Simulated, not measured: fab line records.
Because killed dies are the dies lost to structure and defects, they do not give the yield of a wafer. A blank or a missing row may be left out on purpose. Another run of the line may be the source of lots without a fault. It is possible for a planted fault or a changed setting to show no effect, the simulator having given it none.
fab line records | flow ritCmos | part 2 of 2: steps 25 to 38 of 38
[record] lots = 5 wafers = 15 lastDay = 7
route steps=202 shown WELLDRIVE@50 NWELL@51 PWELL@52 NRETRO@53 PRETRO@64 GATE@75 FOX2@80
lots with no fault: from the same line, run without faults
startH: the number of hours between the record's first day and the start of the first shown wafer of the lot | waitH: hours elapsed since this lot's preceding step | " the same as in the row above | L1.1+2: several wafers, shown together as one row | - no value present, or no start provided | * or withheld: withheld | < > ~ a bound
route shown NAME@n: NAME is a module with steps in the file, n the number in the route of the first one | usual: average and standard deviation across the fault-free wafers | same: alike in all rows | chamber/n: place in a boat | sites: per-site readings | _std_site: standard deviation across them | _edge_site: outer sites' mean less inner sites' | radiusMm: for every site, how far away it sits from the centre of the wafer | mask NAME#n: copy n | behind: tool/chamber where the wafer was last shaped | hold: why the lot was held/for how many hours/how that ended | device: which transistor (n, p or np) failed to switch | end of line: the same wafers' tests at the end of the route | for a step that has no rows: nothing shown but its recipe | killed: at the first sort, the dies lost to defects and structure; wafer yield is something else | map: per-die view of a wafer (x killed, . not killed, _ where there is no die)
set.NAME: the setting the step ran with; set.NAME@STEP: the setting that earlier step ran with | model.NAME: the simulator's own value behind a step, which no gauge read
a table for each step, a row for each wafer; lots at some steps of the route
services: the hour from which a tool's chamber was out of use, counted from the record's first day as startH (under 0 if before that day), plus the number of hours and why
[[steps]]
[step RIT_PRETRO_TW_MEAS_10]
[usual] PRETRO_TW = 474/4.8
// columns lot.wafer tool chamber startH waitH PRETRO_TW
L076.1 filmMetro-02 - 47.38 0.1 476
L076.2 " - " " 479
L076.4 " - " " 480
L077.4 filmMetro-01 - 53.39 0.1 474
L077.5 " - " " 477
L077.6 " - " " 476
L087.1 filmMetro-02 - 99.85 0.1 479
L087.4 " - " " 475
L087.5 " - " " 477
L094.1 filmMetro-02 - 134.77 0.1 476
L094.3 " - " " 479
L094.5 " - " " 475
L096.2 filmMetro-02 - 145.12 0.1 477
L096.3 " - " " 478
L096.5 " - " " 479
[step RIT_GATE_WET_ETCH_00]
[recipe] chemistry = BOE target = SiO2 targetDepthNm = 56 timeS = 60 dry = n2Spin dilution = 10:1 tempC = 21.5
// columns lot.wafer tool chamber startH waitH
L076.1+2+4 wetBench-02 0 47.44 0.1
L077.4+5+6 wetBench-04 0 53.42 0.0
L087.1+4+5 wetBench-04 3 99.91 0.1
L094.1+3+5 wetBench-01 0 134.83 0.1
L096.2+3+5 wetBench-04 0 145.17 0.0
[step RIT_GATE_CLEAN_01]
[recipe] chemistry = SC1 mix = 3:3:50 timeS = 600 tempC = 75
// columns lot.wafer tool chamber startH waitH
L076.1+2+4 wetBench-01 1 47.47 0.0
L077.4+5+6 wetBench-01 3 53.45 0.0
L087.1+4+5 wetBench-02 2 99.94 0.0
L094.1+3+5 wetBench-02 0 134.85 0.0
L096.2+3+5 wetBench-02 1 145.20 0.0
[step RIT_GATE_CLEAN_02]
[recipe] chemistry = dHF dilution = 50:1 timeS = 30
// columns lot.wafer tool chamber startH waitH
L076.1+2+4 wetBench-04 0 47.64 0.0
L077.4+5+6 wetBench-02 2 53.62 0.0
L087.1+4+5 wetBench-01 0 100.13 0.0
L094.1+3+5 wetBench-02 2 135.03 0.0
L096.2+3+5 wetBench-01 0 145.37 0.0
[step RIT_GATE_CLEAN_03]
[recipe] chemistry = SC2 mix = 3:3:50 timeS = 600 tempC = 75 dry = n2Spin
// columns lot.wafer tool chamber startH waitH
L076.1+2+4 wetBench-02 2 47.66 0.0
L077.4+5+6 wetBench-04 1 53.64 0.0
L087.1+4+5 wetBench-04 2 100.16 0.0
L094.1+3+5 wetBench-02 1 135.04 0.0
L096.2+3+5 wetBench-04 0 145.39 0.0
[step RIT_GATE_CLEAN_04]
[recipe] chemistry = dHF dilution = 50:1 timeS = 60 dry = n2Spin
// columns lot.wafer tool chamber startH waitH
L076.1+2+4 wetBench-01 1 47.83 0.0
L077.4+5+6 wetBench-01 1 53.83 0.0
L087.1+4+5 wetBench-02 2 100.34 0.0
L094.1+3+5 wetBench-04 3 135.22 0.0
L096.2+3+5 wetBench-02 3 145.57 0.0
[step RIT_FOX2_THK_MEAS_91]
[recipe] reads = SiO2_of_FOX2_OXIDATION_00
[usual] FIELD_OXIDE_LEFT_2_THK = 252/6.7
// columns lot.wafer tool chamber startH waitH FIELD_OXIDE_LEFT_2_THK[nm]
L076.1 filmMetro-03 - 47.86 0.0 254
L076.2 " - " " 253
L076.4 " - " " 259
L077.4 filmMetro-01 - 53.88 0.0 265
L077.5 " - " " 267
L077.6 " - " " 272
L087.1 filmMetro-02 - 100.36 0.0 247
L087.4 " - " " 246
L087.5 " - " " 248
L094.1 filmMetro-02 - 135.24 0.0 252
L094.3 " - " " 246
L094.5 " - " " 250
L096.2 filmMetro-02 - 145.60 0.0 253
L096.3 " - " " 251
L096.5 " - " " 249
[step RIT_GATE_OXIDATION_05]
[recipe] tempC = 900 ambient = O2 targetThkA = 30 oxTimeS = 270
// columns lot.wafer tool chamber startH waitH
L076.1+2+4 furnace-01 0 48.15 0.3
L077.4+5+6 furnace-04 0 53.91 0.0
L087.1+4+5 furnace-04 0 100.78 0.4
L094.1+3+5 furnace-04 0 135.61 0.4
L096.2+3+5 furnace-01 0 145.82 0.2
[step RIT_GATE_ANNEAL_06]
[recipe] tempC = 900 timeS = 600 ambient = N2O
// columns lot.wafer tool chamber startH waitH
L076.1+2+4 furnace-03 0 50.08 0.9
L077.4+5+6 furnace-03 0 57.34 2.4
L087.1+4+5 furnace-03 0 102.12 0.3
L094.1+3+5 furnace-03 0 137.05 0.4
L096.2+3+5 furnace-04 0 148.37 1.5
[step RIT_GATE_THK_MEAS_07]
[recipe] reads = SiO2_of_GATE_OXIDATION_05
[usual] GATE_OXIDE_THK = 3.01/0.066
// columns lot.wafer tool chamber startH waitH GATE_OXIDE_THK[nm]
L076.1 filmMetro-01 - 50.33 0.0 3.02
L076.2 " - " " 2.99
L076.4 " - " " 3.07
L077.4 filmMetro-01 - 57.62 0.0 3.11
L077.5 " - " " 3.10
L077.6 " - " " 3.15
L087.1 filmMetro-02 - 102.37 0.0 3.09
L087.4 " - " " 3.09
L087.5 " - " " 3.04
L094.1 filmMetro-02 - 137.30 0.0 2.92
L094.3 " - " " 3.03
L094.5 " - " " 3.02
L096.2 filmMetro-03 - 148.63 0.0 2.92
L096.3 " - " " 2.93
L096.5 " - " " 3.01
[step RIT_GATE_CVD_08]
[recipe] material = poly-Si targetThkNm = 250 tempC = 610 precursor = SiH4 timeS = 2220 pressureMtorr = 300 sih4FlowSccm = 100
// columns lot.wafer tool chamber startH waitH
L076.1+2+4 lpcvd-02 1 50.39 0.1
L077.4+5+6 lpcvd-01 0 57.65 0.0
L087.1+4+5 lpcvd-01 1 102.67 0.3
L094.1+3+5 lpcvd-02 1 137.36 0.1
L096.2+3+5 lpcvd-01 0 149.24 0.6
[step RIT_GATE_THK_MEAS_09]
[recipe] reads = poly-Si_of_GATE_CVD_08
[usual] GATE_POLY_THK = 249.8/2.3
// columns lot.wafer tool chamber startH waitH GATE_POLY_THK[nm]
L076.1 filmMetro-01 - 52.00 0.0 246.7
L076.2 " - " " 249.8
L076.4 " - " " 248.3
L077.4 filmMetro-02 - 59.30 0.0 252.1
L077.5 " - " " 250.5
L077.6 " - " " 251.5
L087.1 filmMetro-02 - 104.29 0.0 254.3
L087.4 " - " " 251.1
L087.5 " - " " 252.6
L094.1 filmMetro-02 - 138.98 0.0 250.6
L094.3 " - " " 248.9
L094.5 " - " " 250.4
L096.2 filmMetro-02 - 150.87 0.0 249.4
L096.3 " - " " 248.7
L096.5 " - " " 250.0
[step RIT_GATE_HMDS_10]
[recipe] primeTimeS = 60 primeTempC = 140
[usual] exhaustPa = 45.2/0.82 resistLineTempC = 22.98/0.096
// columns lot.wafer tool chamber startH waitH exhaustPa resistLineTempC
L076.1 lithoTrack-02 0 52.06 0.1 44.8 23.15
L076.2 " 0 " " 45.5 23.00
L076.4 " 0 " " 46.2 23.03
L077.4 lithoTrack-01 0 59.41 0.1 45.5 22.99
L077.5 " 0 " " 45.3 22.94
L077.6 " 0 " " 46.2 22.72
L087.1 lithoTrack-01 0 104.35 0.1 45.0 23.06
L087.4 " 0 " " 43.4 23.08
L087.5 " 0 " " 44.0 22.94
L094.1 lithoTrack-04 0 139.04 0.1 45.3 22.90
L094.3 " 0 " " 44.0 23.06
L094.5 " 0 " " 44.9 22.90
L096.2 lithoTrack-04 0 150.94 0.1 44.7 22.96
L096.3 " 0 " " 45.3 22.97
L096.5 " 0 " " 44.0 22.92
[step RIT_GATE_COAT_11]
[recipe] resist = NOVOLAK spinRpm = 4250 resistThkNm = 850
[usual] exhaustPa = 45.1/0.96 resistLineTempC = 22.98/0.11
// columns lot.wafer tool chamber startH waitH exhaustPa resistLineTempC
L076.1 lithoTrack-02 0 52.21 0.1 45.9 22.90
L076.2 " 0 " " 46.5 23.01
L076.4 " 0 " " 47.0 22.87
L077.4 lithoTrack-01 0 59.56 0.1 44.6 22.91
L077.5 " 0 " " 43.5 22.80
L077.6 " 0 " " 43.9 23.06
L087.1 lithoTrack-01 0 104.50 0.1 46.0 22.89
L087.4 " 0 " " 45.6 23.10
L087.5 " 0 " " 45.2 23.12
L094.1 lithoTrack-04 0 139.19 0.1 45.6 22.95
L094.3 " 0 " " 45.3 22.92
L094.5 " 0 " " 44.4 22.78
L096.2 lithoTrack-04 0 151.09 0.1 45.4 23.02
L096.3 " 0 " " 44.1 23.18
L096.5 " 0 " " 43.4 23.03
[[services]]
// columns tool chamber startH hours kind
furnace-01 - 14.25 3.8 pm
ilineStepper-02 - 16.33 1.4 repair
furnace-01 - 18.07 4.0 pm
furnace-03 - 22.35 5.1 pm
furnace-04 - 23.89 11.9 pm
lpcvd-02 - 37.67 1.7 repair
implanter-01 - 49.99 3.0 repair
implanter-02 - 51.63 2.8 repair
wetBench-02 - 57.88 0.9 repair
wetBench-02 - 61.90 1.9 pm
plasmaAsher-04 - 73.26 1.3 repair
ilineStepper-01 - 75.29 1.7 pm
plasmaAsher-03 - 108.75 9.0 pm
plasmaAsher-03 0 108.75 9.0 ventCycle
plasmaAsher-03 1 108.75 9.0 ventCycle
wetBench-04 - 114.46 6.0 repair
plasmaAsher-03 0 117.75 - clean
plasmaAsher-03 1 117.75 - clean
implanter-04 - 120.26 0.6 repair
ilineStepper-01 - 129.59 2.1 pm
plasmaAsher-04 - 131.30 3.8 repair
ilineStepper-01 - 131.68 - consumableReplace:lamp
implanter-04 - 134.47 1.3 repair
furnace-04 - 149.93 4.1 pm
